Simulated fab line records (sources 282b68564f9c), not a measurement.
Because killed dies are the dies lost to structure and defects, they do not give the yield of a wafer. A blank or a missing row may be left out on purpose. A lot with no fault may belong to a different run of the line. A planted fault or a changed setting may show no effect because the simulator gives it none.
fab line records | flow ritCmos
[record] lots = 6 wafers = 18 lastDay = 8
route steps=202 shown SDANNEAL@154 PSD@157 NSD@158 PLDD@159 NLDD@160 SILICIDE@161 M1@202
lots with no fault: from the same line, run without faults
startH: start of the lot's first displayed wafer, in hours after the record's first day | waitH: how many hours have passed since the lot's step before this one | " repeats the value in the row above | L1.1+2: several wafers, shown together as one row | - value missing, or start not given | * or withheld: withheld | < > ~ a bound
route shown NAME@n: a module of which the file shows steps, and the number in the route of the first | usual: mean/standard deviation of fault-free wafers | same: alike in all rows | chamber/n: place in a boat | sites: each site's reading | _std_site: the values' standard deviation | _edge_site: outer sites' mean less inner sites' | radiusMm: for every site, how far away it sits from the centre of the wafer | mask NAME#n: copy n | behind: the most recent tool/chamber to have shaped the wafer | hold: cause of the lot's hold/its duration in hours/its outcome | device: names the non-switching transistor (n, p or np) | end of line: the route-end tests of the same wafers | a step with no rows: only its recipe | killed: dies that structure and defects cost at the first sort, which is not the same as the wafer's yield | map: the dies of a wafer, with x for killed, . for not killed, _ for no die there
set.NAME: setting as actually run; set.NAME@STEP: the setting as run at that earlier step | model.NAME: the simulator's own value behind a step, which no gauge read
lots seen at some steps along the route; tables by step, rows by wafer
services: the hour from which a tool's chamber was out of use, counted from the record's first day as startH (under 0 if before that day), plus the number of hours and why
[[steps]]
[step RIT_SDANNEAL_CLEAN_01]
[recipe] chemistry = dHF dilution = 50:1 timeS = 30
[step RIT_SDANNEAL_CLEAN_02]
[recipe] chemistry = SC2 mix = 3:3:50 timeS = 600 tempC = 75 dry = n2Spin
[step RIT_SDANNEAL_RTA_03]
[recipe] tempC = 1050 timeS = 5 idleTempC = 600 rampUpCPerS = 342 rampDownCPerS = 171 coolToC = 600 ambient = N2
[usual] wafer_temp_C_max = 1053.4/1.3
// columns lot.wafer tool chamber startH waitH wafer_temp_C_max
L440.1 rtpAnneal-01 0 64.97 0.0 1054.4
L440.2 " 0 " " 1054.2
L440.4 " 0 " " 1052.2
L445.4 rtpAnneal-01 0 101.96 0.1 1053.8
L445.5 " 0 " " 1053.4
L445.6 " 0 " " 1053.4
L450.1 rtpAnneal-02 0 119.02 0.0 1053.6
L450.2 " 0 " " 1051.4
L450.6 " 0 " " 1053.8
L451.1 rtpAnneal-01 0 130.36 0.0 1051.5
L451.4 " 0 " " 1052.2
L451.6 " 0 " " 1055.1
L455.1 rtpAnneal-01 0 154.91 0.0 1052.9
L455.4 " 0 " " 1053.6
L455.5 " 0 " " 1052.0
L459.1 rtpAnneal-01 0 172.64 0.0 1053.7
L459.2 " 0 " " 1054.7
L459.3 " 0 " " 1052.4
[step RIT_SDANNEAL_RS_MEAS_04]
[recipe] thkMeasGauge = four-point-probe
[usual] PSD_RS = 115.9/0.31
// columns lot.wafer tool chamber startH waitH PSD_RS[ohm/sq]
L440.1 filmMetro-02 - 65.03 0.0 115.8
L440.2 " - " " 116.2
L440.4 " - " " 116.0
L445.4 filmMetro-02 - 102.08 0.1 116.3
L445.5 " - " " 115.9
L445.6 " - " " 116.4
L450.1 filmMetro-01 - 119.08 0.0 115.1
L450.2 " - " " 115.9
L450.6 " - " " 115.7
L451.1 filmMetro-01 - 130.42 0.0 116.0
L451.4 " - " " 116.2
L451.6 " - " " 116.2
L455.1 filmMetro-03 - 154.96 0.0 115.7
L455.4 " - " " 116.0
L455.5 " - " " 115.6
L459.1 filmMetro-01 - 172.70 0.0 116.4
L459.2 " - " " 116.3
L459.3 " - " " 116.6
[step RIT_SDANNEAL_RS_MEAS_05]
[recipe] thkMeasGauge = four-point-probe
[usual] NSD_RS = 84.61/0.26
// columns lot.wafer tool chamber startH waitH NSD_RS[ohm/sq]
L440.1 filmMetro-02 - 65.15 0.1 84.61
L440.2 " - " " 84.67
L440.4 " - " " 84.18
L445.4 filmMetro-02 - 102.20 0.1 84.64
L445.5 " - " " 84.85
L445.6 " - " " 84.69
L450.1 filmMetro-01 - 119.20 0.1 84.26
L450.2 " - " " 84.48
L450.6 " - " " 84.25
L451.1 filmMetro-01 - 130.54 0.1 84.45
L451.4 " - " " 84.85
L451.6 " - " " 84.67
L455.1 filmMetro-03 - 155.08 0.1 84.36
L455.4 " - " " 84.41
L455.5 " - " " 84.26
L459.1 filmMetro-01 - 172.82 0.1 85.06
L459.2 " - " " 85.01
L459.3 " - " " 84.72
[step RIT_SDANNEAL_RS_MEAS_06]
[recipe] thkMeasGauge = four-point-probe
[usual] PLDD_RS = 178.7/0.52
// columns lot.wafer tool chamber startH waitH PLDD_RS[ohm/sq]
L440.1 filmMetro-02 - 65.27 0.1 178.5
L440.2 " - " " 178.2
L440.4 " - " " 178.4
L445.4 filmMetro-02 - 102.32 0.1 179.3
L445.5 " - " " 179.3
L445.6 " - " " 179.6
L450.1 filmMetro-01 - 119.32 0.1 178.4
L450.2 " - " " 178.6
L450.6 " - " " 178.7
L451.1 filmMetro-01 - 130.66 0.1 179.2
L451.4 " - " " 179.7
L451.6 " - " " 180.3
L455.1 filmMetro-03 - 155.20 0.1 179.3
L455.4 " - " " 179.3
L455.5 " - " " 178.9
L459.1 filmMetro-01 - 172.94 0.1 179.7
L459.2 " - " " 179.2
L459.3 " - " " 179.5
[step RIT_SDANNEAL_RS_MEAS_07]
[recipe] thkMeasGauge = four-point-probe
[usual] NLDD_RS = 151.8/0.59
// columns lot.wafer tool chamber startH waitH NLDD_RS[ohm/sq]
L440.1 filmMetro-02 - 65.39 0.1 152.3
L440.2 " - " " 152.0
L440.4 " - " " 151.8
L445.4 filmMetro-02 - 102.44 0.1 152.2
L445.5 " - " " 151.4
L445.6 " - " " 151.7
L450.1 filmMetro-01 - 119.44 0.1 151.8
L450.2 " - " " 151.6
L450.6 " - " " 151.7
L451.1 filmMetro-01 - 130.78 0.1 151.8
L451.4 " - " " 152.2
L451.6 " - " " 152.0
L455.1 filmMetro-03 - 155.32 0.1 151.2
L455.4 " - " " 151.8
L455.5 " - " " 151.2
L459.1 filmMetro-01 - 173.06 0.1 152.8
L459.2 " - " " 152.6
L459.3 " - " " 152.4
[step RIT_SILICIDE_WET_ETCH_00]
[recipe] chemistry = BOE target = SiO2 targetDepthNm = 14 timeS = 15 dry = n2Spin dilution = 10:1 tempC = 21.5
[step RIT_SILICIDE_SPUTTER_01]
[recipe] material = Ti targetThkNm = 30 powerW = 350 chamberPressurePa = 0.667 gas = Ar timeS = 240 substrateTempC = 25
[usual] throttleValvePct = 30.2/0.82
// columns lot.wafer tool chamber startH waitH throttleValvePct
L440.1 pvdSputter-02 - 65.52 0.0 28.8
L440.2 " - " " 30.0
L440.4 " - " " 30.2
L445.4 pvdSputter-04 - 102.51 0.0 31.5
L445.5 " - " " 29.8
L445.6 " - " " 29.7
L450.1 pvdSputter-03 - 119.57 0.0 29.3
L450.2 " - " " 29.0
L450.6 " - " " 29.3
L451.1 pvdSputter-02 - 130.91 0.0 30.6
L451.4 " - " " 30.4
L451.6 " - " " 29.0
L455.1 pvdSputter-02 - 155.46 0.0 30.6
L455.4 " - " " 29.9
L455.5 " - " " 30.4
L459.1 pvdSputter-02 - 173.19 0.0 30.0
L459.2 " - " " 29.0
L459.3 " - " " 30.1
[step RIT_SILICIDE_RS_MEAS_02]
[recipe] thkMeasGauge = four-point-probe reads = Ti_of_SILICIDE_SPUTTER_01
[usual] SILICIDE_TI_RS = 48.1/0.47
// columns lot.wafer tool chamber startH waitH SILICIDE_TI_RS[ohm/sq]
L440.1 filmMetro-04 - 65.70 0.1 47.8
L440.2 " - " " 48.1
L440.4 " - " " 48.2
L445.4 filmMetro-03 - 102.72 0.1 47.8
L445.5 " - " " 47.5
L445.6 " - " " 46.8
L450.1 filmMetro-03 - 119.72 0.1 48.8
L450.2 " - " " 48.1
L450.6 " - " " 48.4
L451.1 filmMetro-04 - 131.06 0.1 48.7
L451.4 " - " " 48.1
L451.6 " - " " 48.4
L455.1 filmMetro-04 - 155.61 0.1 48.7
L455.4 " - " " 48.1
L455.5 " - " " 48.7
L459.1 filmMetro-03 - 173.34 0.1 47.9
L459.2 " - " " 47.4
L459.3 " - " " 47.9
[step RIT_SILICIDE_THK_MEAS_03]
[recipe] thkMeasGauge = xrf reads = Ti_of_SILICIDE_SPUTTER_01
[usual] SILICIDE_TI_THK = 29.42/0.28
// columns lot.wafer tool chamber startH waitH SILICIDE_TI_THK[nm]
L440.1 filmMetro-04 - 65.82 0.1 29.62
L440.2 " - " " 29.38
L440.4 " - " " 29.17
L445.4 filmMetro-03 - 102.81 0.1 29.51
L445.5 " - " " 29.60
L445.6 " - " " 29.99
L450.1 filmMetro-03 - 119.84 0.1 29.12
L450.2 " - " " 29.34
L450.6 " - " " 29.24
L451.1 filmMetro-04 - 131.18 0.1 29.14
L451.4 " - " " 29.48
L451.6 " - " " 29.41
L455.1 filmMetro-04 - 155.73 0.1 28.90
L455.4 " - " " 29.17
L455.5 " - " " 28.94
L459.1 filmMetro-03 - 173.46 0.1 29.45
L459.2 " - " " 29.87
L459.3 " - " " 29.28
[step RIT_SILICIDE_RTA_04]
[recipe] tempC = 650 timeS = 10 idleTempC = 25 rampUpS = 5 rampDownS = 5 coolToC = 25 ambient = N2
[usual] wafer_temp_C_max = 653.0/0.73
// columns lot.wafer tool chamber startH waitH wafer_temp_C_max
L440.1 rtpAnneal-01 0 65.88 0.1 652.8
L440.2 " 0 " " 652.9
L440.4 " 0 " " 652.9
L445.4 rtpAnneal-02 0 102.88 0.1 652.6
L445.5 " 0 " " 652.5
L445.6 " 0 " " 652.9
L450.1 rtpAnneal-01 0 119.90 0.1 652.6
L450.2 " 0 " " 653.5
L450.6 " 0 " " 652.9
L451.1 rtpAnneal-02 0 131.24 0.1 652.4
L451.4 " 0 " " 652.1
L451.6 " 0 " " 653.1
L455.1 rtpAnneal-02 0 155.79 0.1 653.0
L455.4 " 0 " " 653.2
L455.5 " 0 " " 652.9
L459.1 rtpAnneal-02 0 173.52 0.1 653.1
L459.2 " 0 " " 652.3
L459.3 " 0 " " 652.5
[step RIT_SILICIDE_WET_ETCH_05]
[recipe] chemistry = SPM target = Ti tempC = 90 timeS = 120 dry = n2Spin
[usual] runLengthS = 148/3.1
// columns lot.wafer tool chamber startH waitH runLengthS
L440.1 wetBench-01 3 65.94 0.1 146
L440.2 " 3 " " 146
L440.4 " 3 " " 146
L445.4 wetBench-01 0 102.91 0.0 86
L445.5 " 0 " " 86
L445.6 " 0 " " 86
L450.1 wetBench-03 2 119.97 0.1 145
L450.2 " 2 " " 145
L450.6 " 2 " " 145
L451.1 wetBench-01 0 131.31 0.1 87
L451.4 " 0 " " 87
L451.6 " 0 " " 87
L455.1 wetBench-03 1 155.85 0.1 146
L455.4 " 1 " " 146
L455.5 " 1 " " 146
L459.1 wetBench-02 3 173.59 0.1 148
L459.2 " 3 " " 148
L459.3 " 3 " " 148
[step RIT_SILICIDE_RTA_06]
[recipe] tempC = 750 timeS = 10 idleTempC = 25 rampUpS = 5 rampDownS = 10 coolToC = 25 ambient = N2
[usual] wafer_temp_C_max = 753.0/0.69
// columns lot.wafer tool chamber startH waitH wafer_temp_C_max
L440.1 rtpAnneal-02 0 65.98 0.0 752.9
L440.2 " 0 " " 753.0
L440.4 " 0 " " 752.7
L445.4 rtpAnneal-01 0 103.02 0.1 753.9
L445.5 " 0 " " 754.5
L445.6 " 0 " " 752.9
L450.1 rtpAnneal-02 0 120.01 0.0 752.7
L450.2 " 0 " " 751.9
L450.6 " 0 " " 753.0
L451.1 rtpAnneal-01 0 131.35 0.0 753.1
L451.4 " 0 " " 752.2
L451.6 " 0 " " 753.6
L455.1 rtpAnneal-01 0 155.89 0.0 753.8
L455.4 " 0 " " 753.7
L455.5 " 0 " " 753.0
L459.1 rtpAnneal-01 0 173.63 0.0 753.1
L459.2 " 0 " " 753.2
L459.3 " 0 " " 754.1
[step RIT_M1_PROBE_99]
[usual] killedAtContacts = 0.0/0.16 killedAtFrontEnd = 7/3.1 killedDies = 7/3.1 killedOpen = 3.6/2.2 killedShort = 3.4/2.1
[same] grossDies = 264 killed_at_M0_to_M3 = 0 killed_at_M4_up = 0 killedAtBackSide = 0 killedAtOther = 0
// columns lot.wafer tool chamber startH waitH killedAtContacts killedAtFrontEnd killedDies killedOpen killedShort
L440.1 prober-02 - 72.55 0.1 0 5 5 5 0
L440.2 prober-02 - 72.60 0.1 0 11 11 3 8
L440.4 prober-02 - 72.70 0.2 0 7 7 4 3
L445.4 prober-02 - 109.64 0.2 0 4 4 0 4
L445.5 prober-02 - 109.69 0.2 0 9 9 7 2
L445.6 prober-02 - 109.74 0.2 0 9 9 5 4
L451.1 prober-02 - 137.90 0.1 0 15 15 5 10
L451.4 prober-02 - 138.05 0.2 0 5 5 4 1
L451.6 prober-02 - 138.15 0.2 0 5 5 2 3
L459.1 prober-01 - 180.13 0.1 0 2 2 1 1
L459.2 prober-01 - 180.18 0.1 0 12 12 8 4
L459.3 prober-01 - 180.23 0.2 0 6 6 3 3
// killed by level:class
L440.1 SPACER:geometricParticle:open=2 SILICIDE:geometricParticle:open=2 FOX1:geometricParticle:open=1
L440.2 GATE:geometricParticle:short=3 GATE:geometricParticle:open=2 FOX1:geometricParticle:short=1 FOX2:geometricParticle:short=1 FOX2:geometricParticle:open=1 REOX:geometricParticle:short=1 SPACER:geometricParticle:short=1 SILICIDE:geometricParticle:short=1
L440.4 GATE:geometricParticle:short=3 FOX2:geometricParticle:open=2 FOX1:geometricParticle:open=1 GATE:geometricParticle:open=1
L445.4 SILICIDE:geometricParticle:short=2 GATE:geometricParticle:short=1 REOX:geometricParticle:short=1
L445.5 REOX:geometricParticle:open=3 FOX2:geometricParticle:open=2 FOX2:geometricParticle:short=1 GATE:geometricParticle:open=1 REOX:geometricParticle:short=1 SILICIDE:geometricParticle:open=1
L445.6 REOX:geometricParticle:short=3 REOX:geometricParticle:open=3 GATE:geometricParticle:open=2 SILICIDE:geometricParticle:short=1
L451.1 GATE:geometricParticle:open=3 SPACER:geometricParticle:short=3 SILICIDE:geometricParticle:short=3 GATE:geometricParticle:short=2 SPACER:geometricParticle:open=2 FOX2:geometricParticle:short=1 REOX:geometricParticle:short=1
L451.4 GATE:geometricParticle:open=2 FOX2:geometricParticle:open=1 REOX:geometricParticle:open=1 REOX:geometricParticle:short=1
L451.6 FOX2:geometricParticle:short=2 FOX1:geometricParticle:short=1 REOX:geometricParticle:open=1 SPACER:geometricParticle:open=1
L459.1 FOX2:geometricParticle:short=1 SPACER:geometricParticle:open=1
L459.2 GATE:geometricParticle:open=4 FOX1:geometricParticle:open=3 GATE:geometricParticle:short=2 SPACER:geometricParticle:short=2 SPACER:geometricParticle:open=1
L459.3 FOX1:geometricParticle:open=2 GATE:geometricParticle:short=1 SPACER:geometricParticle:open=1 SPACER:geometricParticle:short=1 SILICIDE:geometricParticle:short=1
[[services]]
// columns tool chamber startH hours kind
pvdSputter-03 - 41.78 0.7 repair
pvdSputter-03 - 102.73 1.9 repair
pvdSputter-02 - 119.12 4.2 repair
pvdSputter-04 - 163.92 3.6 repair
[[key]]
[firstSign] step = RIT_SILICIDE_WET_ETCH_05 reading = runLengthS direction = down sigmas = 19 usual = * struck = *
effect none on later readings
metAt RIT_SILICIDE_WET_ETCH_05
struckWafers L445.4,L445.5,L445.6,L451.1,L451.4,L451.6
testerLeftOut L445,L451
onsetBetween 65.94 102.91
[fault] kind = processParameterDrift tool = wetBench-01 chamber = - onsetH = 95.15 steps = RIT_SILICIDE_WET_ETCH_05 channel = timeS offset = * shape = step endH = 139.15 actsIn = * stated = *
// testerLeftOut: of these lots the tester's yield and bins aren't shown, on N5 and GAA mostly nor the transistor test; their killed dies are dies lost to structure and defects alone, not to doping, threshold or leakage, so they don't give the yield
